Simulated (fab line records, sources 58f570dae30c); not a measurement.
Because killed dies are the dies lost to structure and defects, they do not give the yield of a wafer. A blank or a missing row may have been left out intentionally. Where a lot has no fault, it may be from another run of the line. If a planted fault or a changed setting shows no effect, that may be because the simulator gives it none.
Commonality check across tools -- flow berkeleyCmos170 -- Lots sampled 13, wafers sampled 42

## WHAT PROMPTED THE OPENING
1 of 13 lots carry a flag on the reading GATE_POLY_THK at UCB170_GATE_THK_MEAS_05. Wafers without a fault read 212.9 nm, standard deviation 1.9.
Rule: flag the lot when none of its wafers has a number, or when each of its wafers that has one lies beyond 4 standard deviations from that mean. All remaining lots are regarded as sound.

lot,measured,on,"GATE_POLY_THK (nm), wafer by wafer",flag
L543,day 6 07:52,filmMetro-02,212.1 211.3 212.2,
L547,day 6 21:13,filmMetro-02,216.9 216.9 216.0,
L544,day 6 21:14,filmMetro-01,212.5 213.3 213.0,
L545,day 6 21:17,filmMetro-02,213.6 213.4 211.7,
L548,day 7 06:41,filmMetro-02,211.0 212.4 211.0,
L549,day 7 06:41,filmMetro-01,211.4 211.5 211.0,
L552,day 7 21:14,filmMetro-01,212.1 213.6 214.2,
L553,day 7 21:15,filmMetro-02,211.3 214.0 213.5,
L551,day 7 21:18,filmMetro-02,211.2 212.0 211.6,
L554,day 8 06:11,filmMetro-03,211.3 212.6 211.7,
L558,day 9 00:19,filmMetro-03,213.6 213.4 214.9,
L563,day 10 06:53,filmMetro-03,103.9 103.2 105.7 104.0 103.2 105.7,FLAGGED
L566,day 11 00:11,filmMetro-03,212.5 211.9 212.1,
The numbers of the flagged lots are 104.3 nm on average: -108.6 nm against the usual, or -57 standard deviations.

## LOT BY LOT: THE TOOL USED
Before the reading, the record contains 2 process steps out of a 331-step route. In each cell: the tool, then ch and the chambers that the sampled wafers went through, then the start.
lot,flag,UCB170_ZERO_ETCH_06,UCB170_GATE_CVD_04
L543,,"rieDiel-02 ch 0,1,2, day 1 19:55","lpcvd-01 ch 0, day 6 06:28"
L547,,"rieDiel-02 ch 0,1,3, day 2 16:54","lpcvd-02 ch 0, day 6 19:49"
L544,,"rieDiel-01 ch 0,1,3, day 2 02:33","lpcvd-02 ch 0, day 6 19:49"
L545,,"rieDiel-01 ch 0,1,3, day 2 09:19","lpcvd-02 ch 1, day 6 19:49"
L548,,"rieDiel-03 ch 1,2,3, day 2 22:07","lpcvd-01 ch 1, day 7 05:17"
L549,,"rieDiel-02 ch 0,2,3, day 3 00:37","lpcvd-01 ch 0, day 7 05:17"
L552,,"rieDiel-02 ch 0,2,3, day 3 14:43","lpcvd-02 ch 1, day 7 19:50"
L553,,"rieDiel-02 ch 2,3, day 3 19:07","lpcvd-02 ch 1, day 7 19:50"
L551,,"rieDiel-03 ch 0,1,3, day 3 13:22","lpcvd-02 ch 0, day 7 19:50"
L554,,"rieDiel-01 ch 0,2, day 4 03:22","lpcvd-02 ch 0, day 8 04:47"
L558,,"rieDiel-02 ch 1,2,3, day 5 00:38","lpcvd-02 ch 1, day 8 22:53"
L563,FLAGGED,"rieDiel-01 ch 1,3, day 5 23:11","lpcvd-01 ch 0, day 10 05:29"
L566,,"rieDiel-01 ch 0,1,2, day 6 16:16","lpcvd-01 ch 1, day 10 22:46"
What the steps here do:
- UCB170_ZERO_ETCH_06: etches SiO2 in CHF3/CF4/Ar, time 12 s.
- UCB170_GATE_CVD_04: deposits poly-Si from SiH4, time 1440 s, target thk 214 nm.
- UCB170_GATE_THK_MEAS_05

## FLAGGED OVER TOTAL, TOOL BY TOOL (the gauges that took the reading come last)
step,tool,lots run,flagged,share of the flagged lots,sound lots run after its first flagged lot
UCB170_ZERO_ETCH_06,rieDiel-01,5,1,all,1 (L566)
UCB170_ZERO_ETCH_06,rieDiel-02,6,0,none,-
UCB170_ZERO_ETCH_06,rieDiel-03,2,0,none,-
UCB170_GATE_CVD_04,lpcvd-01,5,1,all,1 (L566)
UCB170_GATE_CVD_04,lpcvd-02,8,0,none,-
UCB170_GATE_THK_MEAS_05,filmMetro-01,3,0,none,-
UCB170_GATE_THK_MEAS_05,filmMetro-02,6,0,none,-
UCB170_GATE_THK_MEAS_05,filmMetro-03,4,1,all,1 (L566)

## WHAT IS ALLOWED BY THE TABLE
All flagged lots were run by 3 table rows, namely rieDiel-01 at UCB170_ZERO_ETCH_06, lpcvd-01 at UCB170_GATE_CVD_04, filmMetro-03 at UCB170_GATE_THK_MEAS_05.
- rieDiel-01 at UCB170_ZERO_ETCH_06 ran 5 lots, 1 of them flagged. Sound lots followed the first flagged one (L566) on it, something a lasting fault affecting the whole tool could not allow.
- lpcvd-01 at UCB170_GATE_CVD_04 ran 5 lots, 1 of them flagged. Sound lots followed the first flagged one (L566) on it, something a lasting fault affecting the whole tool could not allow. Its own readings lie more than 4 standard deviations out on every wafer of the flagged lots: sih4FlowSccm.
- filmMetro-03 at UCB170_GATE_THK_MEAS_05 ran 4 lots, 1 of them flagged. Sound lots followed the first flagged one (L566) on it, something a lasting fault affecting the whole tool could not allow.
No row of the table ran every flagged lot and no sound lot after the first.

## WHAT THE SIMULATOR PUT IN
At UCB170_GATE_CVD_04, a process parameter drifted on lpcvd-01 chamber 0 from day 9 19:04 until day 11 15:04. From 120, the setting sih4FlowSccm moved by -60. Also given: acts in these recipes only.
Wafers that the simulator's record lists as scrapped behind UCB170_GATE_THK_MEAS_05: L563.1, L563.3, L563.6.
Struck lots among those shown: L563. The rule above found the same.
